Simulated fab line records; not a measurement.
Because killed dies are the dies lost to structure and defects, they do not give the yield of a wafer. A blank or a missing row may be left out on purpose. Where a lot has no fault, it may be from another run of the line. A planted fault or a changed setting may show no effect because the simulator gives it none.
Which of the tools did it? / flow berkeley_cmos170 / Sampling: 14 lots, 42 wafers, 4 of 331 route steps

== WHAT EACH GAUGE READ, for each wafer ==
UCB170_PWELL_OVL_MEAS_13. Usual: PWELL_OVL 0 nm, standard deviation 6.2.
lot=L663; measured=day 3 06:48; on=overlay-01; PWELL_OVL (nm)=-6 -13 -3; flag=
lot=L664; measured=day 3 13:56; on=overlay-01; PWELL_OVL (nm)=16 11 12; flag=
lot=L666; measured=day 4 01:43; on=overlay-02; PWELL_OVL (nm)=7 7 11; flag=
lot=L665; measured=day 4 01:57; on=overlay-01; PWELL_OVL (nm)=1 8 4; flag=
lot=L668; measured=day 4 08:16; on=overlay-02; PWELL_OVL (nm)=2 2 6; flag=
lot=L669; measured=day 4 19:02; on=overlay-02; PWELL_OVL (nm)=2 2 13; flag=
lot=L672; measured=day 5 09:20; on=overlay-02; PWELL_OVL (nm)=-6 -16 -3; flag=
lot=L673; measured=day 5 09:04; on=overlay-01; PWELL_OVL (nm)=0 3 6; flag=
lot=L676; measured=day 6 02:53; on=overlay-02; PWELL_OVL (nm)=1 5 3; flag=
lot=L679; measured=day 7 01:22; on=overlay-02; PWELL_OVL (nm)=2 -1 -1; flag=
lot=L680; measured=day 7 01:28; on=overlay-01; PWELL_OVL (nm)=0 -3 2; flag=
lot=L681; measured=day 7 10:38; on=overlay-01; PWELL_OVL (nm)=-2 4 3; flag=
lot=L682; measured=day 7 17:13; on=overlay-01; PWELL_OVL (nm)=-1 8 0; flag=
lot=L686; measured=day 8 22:17; on=overlay-01; PWELL_OVL (nm)=-2 -5 -4; flag=

UCB170_V2_THK_MEAS_01. Usual: V2_TEOS_THK 1999 nm, standard deviation 26.
lot=L663; measured=day 9 11:22; on=film_metro-03; V2_TEOS_THK (nm)=1978 1993 2037; flag=
lot=L664; measured=day 9 12:07; on=film_metro-01; V2_TEOS_THK (nm)=1998 1989 1958; flag=
lot=L666; measured=day 9 19:29; on=film_metro-01; V2_TEOS_THK (nm)=1998 1953 2005; flag=
lot=L665; measured=day 9 19:44; on=film_metro-04; V2_TEOS_THK (nm)=2025 2027 2054; flag=
lot=L668; measured=day 9 22:09; on=film_metro-01; V2_TEOS_THK (nm)=1981 1974 1997; flag=
lot=L669; measured=day 10 05:53; on=film_metro-03; V2_TEOS_THK (nm)=1988 2035 2050; flag=
lot=L672; measured=day 10 19:17; on=film_metro-03; V2_TEOS_THK (nm)=1988 2016 2025; flag=
lot=L673; measured=day 11 06:17; on=film_metro-04; V2_TEOS_THK (nm)=1954 1994 2022; flag=
lot=L676; measured=day 11 12:45; on=film_metro-01; V2_TEOS_THK (nm)=1977 2028 2059; flag=
lot=L679; measured=day 12 12:52; on=film_metro-03; V2_TEOS_THK (nm)=1968 1989 2008; flag=
lot=L680; measured=day 12 10:16; on=film_metro-03; V2_TEOS_THK (nm)=1986 1932 1980; flag=
lot=L681; measured=day 12 11:28; on=film_metro-03; V2_TEOS_THK (nm)=1980 2017 2038; flag=
lot=L682; measured=day 13 02:12; on=film_metro-01; V2_TEOS_THK (nm)=1978 1979 1999; flag=
lot=L686; measured=day 14 05:37; on=film_metro-04; V2_TEOS_THK (nm)=1984 2023 2038; flag=

== EACH LOT AND THE TOOL THAT RAN IT (in order: tool; ch and the chambers of the sampled wafers; start) ==
lot=L663; UCB170_ZERO_PEB_04=litho_track-01 ch 0, day 1 23:22; UCB170_GATE_STRIP_16=plasma_asher-02 ch 0,1, day 7 18:29
lot=L664; UCB170_ZERO_PEB_04=litho_track-04 ch 0, day 2 04:25; UCB170_GATE_STRIP_16=plasma_asher-01 ch 0,1, day 7 18:44
lot=L666; UCB170_ZERO_PEB_04=litho_track-04 ch 0, day 2 11:11; UCB170_GATE_STRIP_16=plasma_asher-04 ch 1, day 8 07:41
lot=L665; UCB170_ZERO_PEB_04=litho_track-01 ch 0, day 2 11:16; UCB170_GATE_STRIP_16=plasma_asher-04 ch 0,1, day 8 07:05
lot=L668; UCB170_ZERO_PEB_04=litho_track-03 ch 0, day 2 23:38; UCB170_GATE_STRIP_16=plasma_asher-01 ch 0,1, day 8 07:31
lot=L669; UCB170_ZERO_PEB_04=litho_track-01 ch 0, day 3 03:55; UCB170_GATE_STRIP_16=plasma_asher-04 ch 0,1, day 8 18:31
lot=L672; UCB170_ZERO_PEB_04=litho_track-04 ch 0, day 3 20:44; UCB170_GATE_STRIP_16=plasma_asher-01 ch 1, day 9 12:55
lot=L673; UCB170_ZERO_PEB_04=litho_track-04 ch 0, day 4 01:03; UCB170_GATE_STRIP_16=plasma_asher-02 ch 0,1, day 9 13:08
lot=L676; UCB170_ZERO_PEB_04=litho_track-03 ch 0, day 4 15:56; UCB170_GATE_STRIP_16=plasma_asher-04 ch 0,1, day 10 02:18
lot=L679; UCB170_ZERO_PEB_04=litho_track-01 ch 0, day 5 06:56; UCB170_GATE_STRIP_16=plasma_asher-04 ch 0, day 11 02:31
lot=L680; UCB170_ZERO_PEB_04=litho_track-01 ch 0, day 5 07:13; UCB170_GATE_STRIP_16=plasma_asher-01 ch 0,1, day 11 02:46
lot=L681; UCB170_ZERO_PEB_04=litho_track-01 ch 0, day 5 18:15; UCB170_GATE_STRIP_16=plasma_asher-02 ch 0,1, day 11 06:02
lot=L682; UCB170_ZERO_PEB_04=litho_track-03 ch 0, day 6 00:47; UCB170_GATE_STRIP_16=plasma_asher-02 ch 0,1, day 11 18:23
lot=L686; UCB170_ZERO_PEB_04=litho_track-01 ch 0, day 7 00:50; UCB170_GATE_STRIP_16=plasma_asher-02 ch 0,1, day 12 15:56
- UCB170_ZERO_PEB_04
- UCB170_GATE_STRIP_16: strips in O2.

== AS READ BY THE TOOLS THEMSELVES (means over the sampled wafers that have a number; for cases with no such wafer, the mark the record gives instead) ==
UCB170_ZERO_PEB_04. Usual: exhaust_pa 45.0 Pa, standard deviation 0.99; heater_power_total_W 56.80 W, standard deviation 0.049; plate_temp_C 129.98 C, standard deviation 0.14.
lot=L663; tool=litho_track-01; exhaust_pa (Pa)=45.5; heater_power_total_W (W)=56.84; plate_temp_C (C)=130.11; flag=
lot=L664; tool=litho_track-04; exhaust_pa (Pa)=45.5; heater_power_total_W (W)=56.81; plate_temp_C (C)=129.92; flag=
lot=L666; tool=litho_track-04; exhaust_pa (Pa)=45.6; heater_power_total_W (W)=56.79; plate_temp_C (C)=129.75; flag=
lot=L665; tool=litho_track-01; exhaust_pa (Pa)=46.4; heater_power_total_W (W)=56.80; plate_temp_C (C)=129.92; flag=
lot=L668; tool=litho_track-03; exhaust_pa (Pa)=45.0; heater_power_total_W (W)=56.80; plate_temp_C (C)=129.87; flag=
lot=L669; tool=litho_track-01; exhaust_pa (Pa)=45.7; heater_power_total_W (W)=56.84; plate_temp_C (C)=130.15; flag=
lot=L672; tool=litho_track-04; exhaust_pa (Pa)=44.9; heater_power_total_W (W)=57.37; plate_temp_C (C)=130.90; flag=OFF
lot=L673; tool=litho_track-04; exhaust_pa (Pa)=44.7; heater_power_total_W (W)=57.39; plate_temp_C (C)=130.99; flag=OFF
lot=L676; tool=litho_track-03; exhaust_pa (Pa)=44.9; heater_power_total_W (W)=56.77; plate_temp_C (C)=130.25; flag=
lot=L679; tool=litho_track-01; exhaust_pa (Pa)=44.4; heater_power_total_W (W)=56.80; plate_temp_C (C)=129.92; flag=
lot=L680; tool=litho_track-01; exhaust_pa (Pa)=45.9; heater_power_total_W (W)=56.84; plate_temp_C (C)=129.73; flag=
lot=L681; tool=litho_track-01; exhaust_pa (Pa)=44.2; heater_power_total_W (W)=56.82; plate_temp_C (C)=129.95; flag=
lot=L682; tool=litho_track-03; exhaust_pa (Pa)=44.9; heater_power_total_W (W)=56.82; plate_temp_C (C)=129.92; flag=
lot=L686; tool=litho_track-01; exhaust_pa (Pa)=45.1; heater_power_total_W (W)=56.79; plate_temp_C (C)=129.91; flag=

UCB170_GATE_STRIP_16. Usual: drypump_motor_current_A 5.8 A, standard deviation 0.32; oes_product_au 0.724 a.u., standard deviation 0.0042.
lot=L663; tool=plasma_asher-02; drypump_motor_current_A (A)=5.6; oes_product_au (a.u.)=0.728; flag=
lot=L664; tool=plasma_asher-01; drypump_motor_current_A (A)=5.7; oes_product_au (a.u.)=0.724; flag=
lot=L666; tool=plasma_asher-04; drypump_motor_current_A (A)=5.9; oes_product_au (a.u.)=0.722; flag=
lot=L665; tool=plasma_asher-04; drypump_motor_current_A (A)=6.2; oes_product_au (a.u.)=0.726; flag=
lot=L668; tool=plasma_asher-01; drypump_motor_current_A (A)=5.7; oes_product_au (a.u.)=0.723; flag=
lot=L669; tool=plasma_asher-04; drypump_motor_current_A (A)=6.2; oes_product_au (a.u.)=0.723; flag=
lot=L672; tool=plasma_asher-01; drypump_motor_current_A (A)=5.5; oes_product_au (a.u.)=0.724; flag=
lot=L673; tool=plasma_asher-02; drypump_motor_current_A (A)=5.5; oes_product_au (a.u.)=0.725; flag=
lot=L676; tool=plasma_asher-04; drypump_motor_current_A (A)=6.2; oes_product_au (a.u.)=0.726; flag=
lot=L679; tool=plasma_asher-04; drypump_motor_current_A (A)=6.3; oes_product_au (a.u.)=0.725; flag=
lot=L680; tool=plasma_asher-01; drypump_motor_current_A (A)=5.7; oes_product_au (a.u.)=0.726; flag=
lot=L681; tool=plasma_asher-02; drypump_motor_current_A (A)=5.7; oes_product_au (a.u.)=0.729; flag=
lot=L682; tool=plasma_asher-02; drypump_motor_current_A (A)=5.5; oes_product_au (a.u.)=0.720; flag=
lot=L686; tool=plasma_asher-02; drypump_motor_current_A (A)=5.6; oes_product_au (a.u.)=0.719; flag=

== THE ANSWER, worked out from the rows above alone ==
Rule: a lot is off if the mean of its wafers that have a number lies more than 3 standard deviations from the usual mean. Also off: a lot with no number at a reading for which 4 or more lots have one. Where the step has rows for the other lots, those lots are counted as sound. After the gauges, taken in route order, come the tools' own readings; for these a lot's mean is taken, as printed above. The first step at which some lot is off is used, and at that step the reading that is off furthest; a lot without a number counts as furthest.
Off: L672, L673 (UCB170_ZERO_PEB_04, heater_power_total_W).
If a tool, at that step or one of the process steps before it, ran each lot that is off and ran no sound lot following the first of them, it fits. One candidate fits, namely litho_track-04 at UCB170_ZERO_PEB_04. Its last sound lot is L666 (day 2 11:11), its first lot that is off L672 (day 3 20:44): a fault that began between those two fits.
The tool's own readings at UCB170_ZERO_PEB_04 bear it out: on the lots that are off they differ by more than 5 times the standard deviation of the sound lots' means. heater_power_total_W reads 57.38 W there against 56.81 W on the sound lots; plate_temp_C reads 130.94 C there against 129.95 C on the sound lots.

== WHAT THE SIMULATOR HAD PUT IN ==
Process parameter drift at UCB170_ZERO_PEB_04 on litho_track-04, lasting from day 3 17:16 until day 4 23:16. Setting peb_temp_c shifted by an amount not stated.
Struck lots among those shown: L673, L672. This agrees with what the rule above found.
